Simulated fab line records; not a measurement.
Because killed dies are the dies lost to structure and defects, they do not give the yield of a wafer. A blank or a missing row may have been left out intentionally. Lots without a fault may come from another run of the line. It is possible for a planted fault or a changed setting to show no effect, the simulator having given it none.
Which of the tools did it?    flow ritCmos    42 wafers from 14 lots sampled at 2 of the route's 202 steps

== WHAT EACH GAUGE READ, for each wafer ==
RIT_CONTACT_THK_MEAS_01. Usual: CONTACT_TEOS_THK gives 395 nm (standard deviation 7.4).
lot   measured     on            CONTACT_TEOS_THK (nm)  flag
L633  day 3 02:46  filmMetro-01  395 391 402            
L634  day 3 08:55  filmMetro-01  401 405 400            
L636  day 3 19:07  filmMetro-03  387 393 389            
L637  day 3 23:24  filmMetro-01  394 391 394            
L639  day 4 10:37  filmMetro-01  392 394 387            
L640  day 4 19:16  filmMetro-01  386 388 396            
L645  day 5 19:02  filmMetro-01  389 395 398            
L646  day 6 01:45  filmMetro-02  790 776 799            OFF
L648  day 6 08:27  filmMetro-03  762 788 784            OFF
L650  day 6 19:53  filmMetro-01  397 387 401            
L651  day 7 01:47  filmMetro-03  381 393 387            
L652  day 7 04:21  filmMetro-03  386 388 391            
L653  day 7 11:32  filmMetro-03  398 396 406            
L655  day 7 17:27  filmMetro-02  388 397 399            

== WHICH TOOL RAN EACH LOT (tool, then ch and the chambers of the sampled wafers, then the start) ==
lot   RIT_CONTACT_CVD_00
L633  pecvd-02 ch 1,2, day 3 02:43
L634  pecvd-04 ch 1,2, day 3 08:51
L636  pecvd-02 ch 0,2, day 3 19:04
L637  pecvd-04 ch 0,1,2, day 3 23:20
L639  pecvd-02 ch 0,1, day 4 10:32
L640  pecvd-04 ch 0,2, day 4 19:13
L645  pecvd-02 ch 0,2, day 5 18:59
L646  pecvd-04 ch 1,2, day 6 01:28
L648  pecvd-02 ch 0,1,2, day 6 08:11
L650  pecvd-01 ch 1,2, day 6 19:50
L651  pecvd-02 ch 0,1, day 7 01:44
L652  pecvd-04 ch 0,2, day 7 04:18
L653  pecvd-01 ch 0,1,2, day 7 11:29
L655  pecvd-04 ch 0,2, day 7 17:23
- RIT_CONTACT_CVD_00: deposits SiO2 from TEOS, target thk 400 nm, time 61 s.

== AS READ BY THE TOOLS THEMSELVES (means over the sampled wafers that have a number; for cases with no such wafer, the mark the record gives instead) ==
RIT_CONTACT_CVD_00. Usual: 331 W for heaterPowerW, sd 44.
lot   tool      heaterPowerW (W)  flag
L633  pecvd-02  323               
L634  pecvd-04  302               
L636  pecvd-02  388               
L637  pecvd-04  304               
L639  pecvd-02  363               
L640  pecvd-04  352               
L645  pecvd-02  381               
L646  pecvd-04  315               
L648  pecvd-02  318               
L650  pecvd-01  345               
L651  pecvd-02  373               
L652  pecvd-04  290               
L653  pecvd-01  332               
L655  pecvd-04  268               

== THE ANSWER, worked out from the rows above alone ==
Rule: a lot is off if the mean of its wafers that have a number lies more than 3 standard deviations from the usual mean. Also off: a lot with no number at a reading for which 4 or more lots have one. The other lots that the step has rows for count as sound. First the gauges in route order, then the tools' own readings, where a lot's mean is used as printed above. The first step at which some lot is off is used, and at that step the reading that is off furthest; a lot without a number counts as furthest.
Off: at RIT_CONTACT_THK_MEAS_01 (CONTACT_TEOS_THK), L646, L648.
If a tool, at a process step before that reading, ran all the lots that are off and no sound lot after the first of them, it fits. Those tools and the gauges at RIT_CONTACT_THK_MEAS_01 are tried in the same way. No candidate that was tried fits.

== WHAT HAD BEEN PUT IN BY THE SIMULATOR ==
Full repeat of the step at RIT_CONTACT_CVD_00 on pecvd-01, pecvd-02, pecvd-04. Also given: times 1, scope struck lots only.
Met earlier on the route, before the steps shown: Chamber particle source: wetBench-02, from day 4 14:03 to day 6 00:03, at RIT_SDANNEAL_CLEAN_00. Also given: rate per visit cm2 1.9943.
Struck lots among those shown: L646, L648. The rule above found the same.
